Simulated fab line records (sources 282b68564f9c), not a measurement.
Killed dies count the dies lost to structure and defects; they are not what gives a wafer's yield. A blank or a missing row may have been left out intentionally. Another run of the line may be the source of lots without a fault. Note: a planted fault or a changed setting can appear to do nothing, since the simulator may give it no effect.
A struck lot beside a sound one :: flow ritCmos :: 16 steps out of a route of 202
Sound: the wafers L242.2, L242.3, L242.5. Wafers struck: L249.1, L249.2, L249.4. The cause comes at the end.
Each step with rows lists, per side, the tool, then ch with its chambers, then its first start. Under that, the readings that differ: sound wafers :: struck wafers :: difference of the means :: sigmas: that difference in standard deviations of wafers without a fault.
alike: a reading whose means differ by less than 2 such deviations, as well as words and numbers matching on both sides. not compared: withheld readings; readings where some wafer has no value; bounds like >300 that might hide an equal value; numbers whose values overlap and for which the record gives no deviation.
The two part at a step that has a row with sigmas, a row that says differs or no value, or rows on one side only. When numbers do not overlap yet have no deviation, they are printed without sigmas and do not part them. A reading missing from all wafers of one side parts the sides only when that side holds two or more wafers.

first, 4 steps without rows for these wafers: RIT_ACTIVE_SOFTBAKE_07 (time 60 s); RIT_ACTIVE_EXPOSE_08 (exposes mask M1, target cd 1400 nm); RIT_ACTIVE_PEB_09; RIT_ACTIVE_DEVELOP_10 (develop time 50 s).
RIT_ACTIVE_CD_MEAS_11: target cd 1400 nm.
  struck on cdSem-02, day 5 03:26; sound on cdSem-02, day 3 16:28
  alike: cdNm
then, 1 step without rows for these wafers: RIT_ACTIVE_HARDBAKE_12 (time 60 s).
RIT_ACTIVE_ETCH_13: etches Si3N4 in SF6, stops on SiO2, time 210 s, target depth 210 nm.
  sound on rieDiel-04 ch 0,3, day 3 16:43; struck on rieDiel-04 ch 0,1,2, day 5 03:43
  alike: SF6_flow_sccm, drypumpMotorCurrentA, oesProductAu, throttleValvePct
  not compared: rfHoursCounterH
RIT_ACTIVE_STRIP_14: strips in O2, time 180 s.
  sound on plasmaAsher-03 ch 0,1, day 3 16:50; struck on plasmaAsher-04 ch 0,1, day 5 03:50
  alike: drypumpMotorCurrentA
  not compared: rfHoursCounterH
RIT_ACTIVE_CD_MEAS_90: target cd 1400 nm.
  struck on cdSem-01, day 5 04:01; sound on cdSem-01, day 3 17:02
  alike: cdNm
then, 3 steps without rows for these wafers: RIT_ACTIVE_CLEAN_15 (cleans in SC1, time 600 s); RIT_ACTIVE_CLEAN_16 (cleans in dHF, time 30 s); RIT_ACTIVE_CLEAN_17 (cleans in SC2, time 600 s).
RIT_FOX1_OXIDATION_00: target thk 350.7 nm, ox time 1130 s.
  sound on furnace-01 ch 0, day 3 17:30; struck on furnace-02 ch 0, day 5 04:44
reading: spikeTcCentreC (C)
sound: 1103.8 1103.7 1104.0
struck: 1077.8 1077.8 1078.1
difference: -25.9
sigmas: -14

reading: spikeTcLoadC (C)
sound: 1122 1122 1123
struck: 1102 1101 1101
difference: -21
sigmas: -5

reading: spikeTcSourceC (C)
sound: 1124.1 1125.4 1124.0
struck: 1097.3 1096.9 1098.5
difference: -26.9
sigmas: -22

reading: tubeCenterTempC (C)
sound: 1099.9 1100.1 1100.1
struck: 1074.9 1074.9 1075.1
difference: -25.1
sigmas: -99 or more

reading: tube_center_temp_C_max
sound: 1101.9 1103.0 1104.2
struck: 1077.7 1078.0 1077.5
difference: -25.3
sigmas: -59

reading: model.SiO2_of_FOX1_OXIDATION_00.thkNm (nm)
sound: 338 340.6 334.7
struck: 310.7 304.5 309.6
difference: -29.5
sigmas: 
RIT_FOX1_THK_MEAS_01:
  struck on filmMetro-04, day 5 06:02; sound on filmMetro-04, day 3 18:50
reading: FOX1_OXIDE_THK (nm)
sound: 338 341 335
struck: 311 305 310
difference: -29
sigmas: -4
then, 1 step without rows for these wafers: RIT_FOX1_WET_ETCH_02 (etches SiO2 in BOE, target depth 350 nm, time 390 s).
RIT_M1_PROBE_99:
  struck on prober-02, day 6 23:14; sound on prober-01, day 5 11:25
reading: model.etest.pplusSal.widthNm (nm)
sound: 3476 3474 3483
struck: 3509 3529 3498
difference: +34
sigmas: 

reading: model.etest.nplusSal.widthNm (nm)
sound: 3470 3482 3483
struck: 3491 3510 3486
difference: +17
sigmas: 

reading: model.etest.nldd.widthNm (nm)
sound: 3199 3215 3212
struck: 3257 3252 3260
difference: +48
sigmas: 

reading: model.etest.pldd.widthNm (nm)
sound: 3208 3212 3218
struck: 3242 3257 3246
difference: +36
sigmas: 
  alike: killed_at_M0_to_M3, killedAtContacts, killedAtFrontEnd, killedDies, killedOpen, killedShort

== WHERE THEY PART ==
Earliest at RIT_FOX1_OXIDATION_00; latest, in this record, at RIT_FOX1_THK_MEAS_01. Later steps at which nothing parts them and some readings are alike: RIT_M1_PROBE_99.

WHY: whatever the simulator had introduced
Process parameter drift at RIT_FOX1_OXIDATION_00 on furnace-02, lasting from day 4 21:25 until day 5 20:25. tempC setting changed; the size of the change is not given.
